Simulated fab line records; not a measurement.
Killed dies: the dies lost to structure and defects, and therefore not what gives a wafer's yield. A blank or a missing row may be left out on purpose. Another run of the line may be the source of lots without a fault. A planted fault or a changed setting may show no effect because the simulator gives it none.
Which tool is to blame?	flow berkeleyCmos170	14 lots, 42 wafers sampled, at 4 steps of a route of 331

WHAT EACH GAUGE READ, for each wafer
UCB170_START_THK_MEAS_03.
lot	measured	on	START_OXIDE_THK (nm)
L809	day 1 18:53	filmMetro-03	19.8 19.4 19.7
L810	day 2 01:29	filmMetro-03	20.5 20.4 20.5
L811	day 2 06:29	filmMetro-02	20.3 20.6 20.4
L812	day 2 12:22	filmMetro-02	20.7 20.3 20.6
L814	day 2 18:23	filmMetro-03	19.6 19.5 19.6
L815	day 3 03:19	filmMetro-04	20.0 20.2 20.3
L816	day 3 07:40	filmMetro-02	19.8 19.7 19.6
L820	day 4 00:26	filmMetro-03	20.6 20.5 20.8
L823	day 4 15:30	filmMetro-04	20.3 20.3 20.3
L824	day 5 01:24	filmMetro-04	20.5 20.8 20.8
L828	day 5 21:46	filmMetro-02	20.6 20.6 20.4
L829	day 5 21:46	filmMetro-03	19.4 20.3 19.8
L830	day 6 04:58	filmMetro-02	20.3 20.3 20.2
L831	day 6 09:01	filmMetro-02	20.3 20.0 20.2

UCB170_NWELL_THK_MEAS_02.
lot	measured	on	NWELL_OXIDE_THK (nm)
L809	day 2 07:26	filmMetro-01	25.9 25.7 25.6
L810	day 2 14:23	filmMetro-02	26.2 25.7 26.0
L811	day 2 20:09	filmMetro-04	26.4 26.3 26.3
L812	day 3 02:23	filmMetro-04	26.6 26.6 27.3
L814	day 3 07:16	filmMetro-02	25.8 26.0 26.7
L815	day 3 18:07	filmMetro-02	26.1 26.1 26.6
L816	day 3 18:07	filmMetro-04	26.1 25.9 26.0
L820	day 4 12:44	filmMetro-04	25.4 25.7 25.8
L823	day 5 08:31	filmMetro-04	26.3 26.0 26.2
L824	day 5 17:31	filmMetro-04	26.9 26.9 26.8
L830	day 6 15:53	filmMetro-04	26.9 26.6 26.5
L831	day 6 22:40	filmMetro-01	26.3 26.6 26.2

EACH LOT AND THE TOOL THAT RAN IT (in order: tool; ch and the chambers of the sampled wafers; start)
lot	UCB170_ZERO_EXPOSE_03	UCB170_ZERO_ETCH_06
L809	krfScanner-02 ch 0, day 2 00:49	rieDiel-02 ch 0,2,3, day 2 01:28
L810	krfScanner-01 ch 0, day 2 07:25	rieDiel-02 ch 0,2,3, day 2 07:49
L811	krfScanner-01 ch 0, day 2 13:23	rieDiel-04 ch 0,1,3, day 2 13:46
L812	krfScanner-02 ch 0, day 2 20:17	rieDiel-02 ch 0,1,2, day 2 20:38
L814	krfScanner-01 ch 0, day 3 01:15	rieDiel-03 ch 0,2,3, day 3 01:58
L815	krfScanner-01 ch 0, day 3 09:37	rieDiel-02 ch 0,1,2, day 3 10:13
L816	krfScanner-02 ch 0, day 3 15:56	rieDiel-03 ch 0,3, day 3 16:20
L820	krfScanner-01 ch 0, day 4 07:01	rieDiel-03 ch 1,2, day 4 07:25
L823	krfScanner-02 ch 0, day 4 23:15	rieDiel-04 ch 0,1,2, day 5 00:01
L824	krfScanner-02 ch 0, day 5 10:26	rieDiel-04 ch 1,2, day 5 10:50
L828	krfScanner-01, day 6 04:30	rieDiel-04 ch 0,2,3, day 6 05:05
L829	krfScanner-02, day 6 04:17	rieDiel-03 ch 0,1,3, day 6 04:59
L830	krfScanner-01 ch 0, day 6 09:06	rieDiel-02 ch 0,2,3, day 6 09:27
L831	krfScanner-02 ch 0, day 6 14:37	rieDiel-02 ch 1,2,3, day 6 15:00
- UCB170_ZERO_EXPOSE_03: exposes mask PM MARKS, target cd 4000 nm.
- UCB170_ZERO_ETCH_06: etches SiO2 in CHF3/CF4/Ar, time 12 s.

AS READ BY THE TOOLS THEMSELVES (means over the sampled wafers that have a number; for cases with no such wafer, the mark the record gives instead)
UCB170_ZERO_EXPOSE_03.
lot	tool	exposureDoseMJCm2	focusOffsetNm (nm)	reticleTempC (C)
L809	krfScanner-02	30.028	0.2	22.90
L810	krfScanner-01	29.993	-0.0	23.02
L811	krfScanner-01	30.008	0.1	22.86
L812	krfScanner-02	30.030	0.0	22.93
L814	krfScanner-01	29.977	0.9	22.94
L815	krfScanner-01	29.999	0.0	22.98
L816	krfScanner-02	30.006	0.1	23.02
L820	krfScanner-01	29.987	-0.4	23.05
L823	krfScanner-02	29.967	0.1	22.86
L824	krfScanner-02	29.996	-0.1	23.00
L828	krfScanner-01	-	-	-
L829	krfScanner-02	-	-	-
L830	krfScanner-01	30.007	0.1	22.95
L831	krfScanner-02	29.999	0.9	22.96

UCB170_ZERO_ETCH_06.
lot	tool	drypumpMotorCurrentA (A)	oesProductAu (a.u.)	throttleValvePct (%)
L809	rieDiel-02	6.2	0.608	9.30
L810	rieDiel-02	6.2	0.609	9.29
L811	rieDiel-04	5.9	0.618	9.22
L812	rieDiel-02	6.3	0.614	9.18
L814	rieDiel-03	5.1	0.624	9.08
L815	rieDiel-02	6.2	0.616	9.17
L816	rieDiel-03	5.3	0.627	9.05
L820	rieDiel-03	5.6	0.619	9.36
L823	rieDiel-04	5.9	0.620	9.17
L824	rieDiel-04	6.0	0.619	9.19
L828	rieDiel-04	5.8	0.378	9.12
L829	rieDiel-03	5.5	0.379	9.24
L830	rieDiel-02	6.2	0.610	9.30
L831	rieDiel-02	6.2	0.612	9.24

THE ANSWER, worked out from the rows above alone
Rule: what is usual is taken from the lots themselves. Put in order of their means at a reading, lots are off if they are a third of the lots or fewer, leave a main group of 4 or more, and stand apart from it by a gap of 3 or more times the standard deviation of the main group's means; of several such gaps the widest counts. A main group is skipped when, at the precision printed for the reading in the tables above, its means are all equal. Also off: a lot with no number at a reading for which 4 or more lots have one. The other lots that the step has rows for count as sound. The gauges are gone through in route order, then the tools' own readings, and for those a lot's mean is taken as printed above. The first step at which some lot is off is used, and at that step the reading that is off furthest; a lot without a number counts as furthest.
Off at UCB170_ZERO_EXPOSE_03 (exposureDoseMJCm2): L828, L829. Without a number there: L828, L829. The main group: mean 30.000, standard deviation 0.018.
A tool fits if, at that step or a process step before it, it ran every lot that is off, and no sound lot after the first of them. Of those tried, none fits.

WHAT HAD BEEN PUT IN BY THE SIMULATOR
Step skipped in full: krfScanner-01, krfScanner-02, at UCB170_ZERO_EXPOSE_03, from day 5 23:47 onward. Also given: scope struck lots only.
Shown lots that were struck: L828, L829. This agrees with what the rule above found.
